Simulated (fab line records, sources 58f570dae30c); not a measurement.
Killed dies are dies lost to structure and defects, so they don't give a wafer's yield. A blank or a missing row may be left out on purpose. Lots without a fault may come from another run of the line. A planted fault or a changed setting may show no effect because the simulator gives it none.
Which tool did it? | flow berkeley_cmos170 | 14 lots, 42 wafers sampled, at 4 steps of a route of 331

WHAT THE GAUGES READ, wafer by wafer
UCB170_START_BOW_MEAS_00. Usual: INCOMING_BOW 0 um, standard deviation 6.2.
lot  | measured    | on            | INCOMING_BOW (um) | flag
L903 | day 1 10:00 | film_metro-01 | -3 -3 8           |
L905 | day 1 20:00 | film_metro-01 | 5 -2 -6           |
L906 | day 2 01:00 | film_metro-02 | -6 4 0            |
L907 | day 2 06:00 | film_metro-02 | -3 -1 0           |
L908 | day 2 11:00 | film_metro-02 | -5 -5 0           |
L909 | day 2 16:01 | film_metro-02 | 15 -2 0           |
L910 | day 2 21:00 | film_metro-02 | 3 3 5             |
L911 | day 3 02:00 | film_metro-04 | 13 -16 -12        |
L914 | day 3 17:00 | film_metro-01 | 0 1 4             |
L915 | day 3 22:01 | film_metro-04 | 10 -6 2           |
L921 | day 5 04:00 | film_metro-01 | 6 -9 -7           |
L923 | day 5 14:01 | film_metro-01 | 7 -6 -1           |
L924 | day 5 19:01 | film_metro-02 | -4 -7 5           |
L926 | day 6 05:02 | film_metro-01 | -7 -1 2           |

UCB170_NWELL_OVL_MEAS_12. Usual: NWELL_OVL -1 nm, standard deviation 6.9.
lot  | measured    | on         | NWELL_OVL (nm) | flag
L903 | day 2 06:32 | overlay-02 | -4 -4 -7       |
L905 | day 2 18:02 | overlay-02 | 7 6 13         |
L906 | day 3 00:58 | overlay-02 | 11 12 12       |
L907 | day 3 07:22 | overlay-01 | -10 -15 0      |
L908 | day 3 12:23 | overlay-01 | -6 -3 1        |
L909 | day 3 17:58 | overlay-02 | 0 -1 6         |
L910 | day 4 00:42 | overlay-01 | -5 -10 -5      |
L911 | day 4 05:58 | overlay-01 | -3 -1 -2       |
L914 | day 4 15:54 | overlay-02 | 5 6 -2         |
L915 | day 4 15:39 | overlay-01 | -4 0 3         |
L921 | day 5 22:44 | overlay-01 | 12 4 13        |
L923 | day 6 10:06 | overlay-02 | -2 0 4         |
L924 | day 6 16:01 | overlay-02 | -1 -4 3        |
L926 | day 6 23:31 | overlay-01 | -5 -5 -3       |

UCB170_M3_OVL_MEAS_16. Usual: M3_OVL 0 nm, standard deviation 6.8.
lot  | measured     | on         | M3_OVL (nm) | flag
L903 | day 7 08:15  | overlay-01 | 2 -2 2      |
L905 | day 7 20:09  | overlay-02 | -13 -13 -13 |
L906 | day 8 09:19  | overlay-01 | -1 6 5      |
L907 | day 8 21:05  | overlay-02 | -3 -3 3     |
L908 | day 8 21:46  | overlay-01 | 11 11 7     |
L909 | day 8 21:39  | overlay-02 | 7 3 4       |
L910 | day 9 14:14  | overlay-02 | 5 -6 -5     |
L911 | day 9 21:05  | overlay-02 | -4 -2 -1    |
L921 | day 11 10:25 | overlay-02 | 1 -1 -2     |
L923 | day 11 22:27 | overlay-01 | 4 6 12      |
L924 | day 12 08:55 | overlay-01 | -6 -6 -6    |
L926 | day 12 13:51 | overlay-01 | 5 2 0       |

WHICH TOOL RAN EACH LOT (tool, then ch and the chambers of the sampled wafers, then the start)
lot  | UCB170_SDANNEAL_RTA_01
L903 | rtp_anneal-01 ch 0, day 6 05:50
L905 | rtp_anneal-01 ch 0, day 6 21:40
L906 | rtp_anneal-01 ch 0, day 7 08:56
L907 | rtp_anneal-02 ch 0, day 7 21:12
L908 | rtp_anneal-01 ch 0, day 7 21:21
L909 | rtp_anneal-02 ch 0, day 7 21:36
L910 | rtp_anneal-02 ch 0, day 8 11:36
L911 | rtp_anneal-01 ch 0, day 8 21:04
L914 | rtp_anneal-01, day 9 12:01
L915 | rtp_anneal-02, day 9 07:20
L921 | rtp_anneal-02 ch 0, day 10 13:02
L923 | rtp_anneal-02 ch 0, day 10 22:45
L924 | rtp_anneal-01 ch 0, day 11 12:38
L926 | rtp_anneal-02 ch 0, day 11 13:34
- UCB170_SDANNEAL_RTA_01: time 5 s.

WHAT THE TOOLS THEMSELVES READ (means of the sampled wafers that have a number; where no wafer has one, the mark that the record gives instead)
UCB170_SDANNEAL_RTA_01. Usual: anneal_temp_c_max 1053.9, standard deviation 0.75; chamber_o2_ppm 2.001, standard deviation 0.022; lamp_power_pct 37.9 %, standard deviation 2.6; wafer_temp_C_max 1056.2, standard deviation 1.2.
lot  | tool          | anneal_temp_c_max | chamber_o2_ppm | lamp_power_pct (%) | wafer_temp_C_max | flag
L903 | rtp_anneal-01 | 1054.2            | 2.012          | 34.8               | 1056.2           |
L905 | rtp_anneal-01 | 1054.4            | 1.973          | 34.9               | 1056.4           |
L906 | rtp_anneal-01 | 1053.7            | 2.019          | 34.8               | 1056.7           |
L907 | rtp_anneal-02 | 1053.4            | 1.978          | 40.0               | 1056.0           |
L908 | rtp_anneal-01 | 1053.6            | 1.990          | 34.8               | 1056.8           |
L909 | rtp_anneal-02 | 1053.9            | 2.000          | 40.1               | 1055.8           |
L910 | rtp_anneal-02 | 1054.4            | 1.993          | 40.1               | 1057.1           |
L911 | rtp_anneal-01 | 1053.1            | 2.032          | 34.9               | 1055.1           |
L914 | rtp_anneal-01 | -                 | -              | -                  | -                | OFF
L915 | rtp_anneal-02 | -                 | -              | -                  | -                | OFF
L921 | rtp_anneal-02 | 1054.0            | 1.981          | 40.1               | 1055.9           |
L923 | rtp_anneal-02 | 1053.2            | 2.006          | 40.1               | 1055.7           |
L924 | rtp_anneal-01 | 1054.3            | 1.996          | 34.8               | 1055.1           |
L926 | rtp_anneal-02 | 1054.3            | 2.001          | 40.1               | 1057.6           |

THE ANSWER, worked out from the rows above alone
Rule: a lot is off if the mean of its wafers that have a number lies more than 3 standard deviations from the usual mean. A lot without any number at a reading at which 4 lots or more have one is off too. The other lots that the step has rows for count as sound. The gauges are gone through in route order, then the tools' own readings, and for those a lot's mean is taken as printed above. The first step at which some lot is off is used, and at that step the reading that is off furthest; a lot without a number counts as furthest.
Off: L914, L915, at UCB170_SDANNEAL_RTA_01 (anneal_temp_c_max). Without a number there: L914, L915.
A tool fits if, at that step or a process step before it, it ran every lot that is off, and no sound lot after the first of them. None of those tried fits.

WHAT THE SIMULATOR HAD PUT IN
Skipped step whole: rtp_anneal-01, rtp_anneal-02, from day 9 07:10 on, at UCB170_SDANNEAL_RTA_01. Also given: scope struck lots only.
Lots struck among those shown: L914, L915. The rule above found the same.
